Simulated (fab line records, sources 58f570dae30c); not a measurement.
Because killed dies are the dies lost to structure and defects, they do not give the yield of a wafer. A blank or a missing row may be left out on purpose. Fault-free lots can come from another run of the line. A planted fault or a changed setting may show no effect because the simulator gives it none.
Matching of chambers / flow berkeley_cmos170 / UCB170_PWELL_WET_ETCH_20 on wet_bench-03 has 3 sister chambers
The step etches SiO2 in BOE, time 22 s. 14 wafers are shown with their chamber, then 4 later ones without.

== WAFERS WITH THEIR CHAMBER ==
wafer=L952.1; chamber=3; run_length_s (s)=48.9; bath_heat_duty_pct (%)=5.5
wafer=L952.5; chamber=3; run_length_s (s)=48.9; bath_heat_duty_pct (%)=5.5
wafer=L952.6; chamber=3; run_length_s (s)=48.9; bath_heat_duty_pct (%)=5.8
wafer=L957.4; chamber=1; run_length_s (s)=47.7; bath_heat_duty_pct (%)=5.7
wafer=L957.5; chamber=1; run_length_s (s)=47.7; bath_heat_duty_pct (%)=5.7
wafer=L957.6; chamber=1; run_length_s (s)=47.7; bath_heat_duty_pct (%)=5.0
wafer=L956.1; chamber=0; run_length_s (s)=49.2; bath_heat_duty_pct (%)=5.6
wafer=L956.3; chamber=0; run_length_s (s)=49.2; bath_heat_duty_pct (%)=6.5
wafer=L956.5; chamber=0; run_length_s (s)=49.2; bath_heat_duty_pct (%)=6.6
wafer=L964.1; chamber=0; run_length_s (s)=48.5; bath_heat_duty_pct (%)=6.2
wafer=L964.2; chamber=0; run_length_s (s)=48.5; bath_heat_duty_pct (%)=5.6
wafer=L964.3; chamber=0; run_length_s (s)=48.5; bath_heat_duty_pct (%)=6.7
wafer=L969.2; chamber=3; run_length_s (s)=48.2; bath_heat_duty_pct (%)=5.8
wafer=L969.4; chamber=3; run_length_s (s)=48.2; bath_heat_duty_pct (%)=5.7

SIGNATURES (means of the wafers above)
reading=run_length_s; chamber 0=48.850; chamber 1=47.700; chamber 3=48.620; scatter within a chamber=0.347
reading=bath_heat_duty_pct; chamber 0=6.200; chamber 1=5.467; chamber 3=5.660; scatter within a chamber=0.386
Rule: distance of a wafer from a chamber = root of the sum over the readings of ((wafer's reading minus chamber's mean) / reading's scatter) squared. The wafer belongs to the nearest chamber; if the next one is less than 2 further off, it can't be placed. The scatter is the square root of a quotient: the sum, over the shown wafers, of each reading's squared deviation from its chamber's mean, divided by wafers minus chambers.

== WAFERS WITH NO CHAMBER GIVEN ==
wafer=L969.5; run_length_s (s)=48.2; bath_heat_duty_pct (%)=5.4
wafer=L971.3; run_length_s (s)=53.2; bath_heat_duty_pct (%)=5.6
wafer=L971.5; run_length_s (s)=53.2; bath_heat_duty_pct (%)=5.5
wafer=L971.6; run_length_s (s)=53.2; bath_heat_duty_pct (%)=5.9

== WHICH CHAMBER EACH WENT THROUGH ==
wafer=L969.5; from the rows above=can't be placed: 3 or 1 or 0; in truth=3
wafer=L971.3; from the rows above=can't be placed: 0 or 3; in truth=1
wafer=L971.5; from the rows above=can't be placed: 0 or 3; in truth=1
wafer=L971.6; from the rows above=can't be placed: 0 or 3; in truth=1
Placed correctly: 0 of 4. Not placeable from these rows: 4 (in 1, the candidates include the true chamber). 0 placed wrongly.
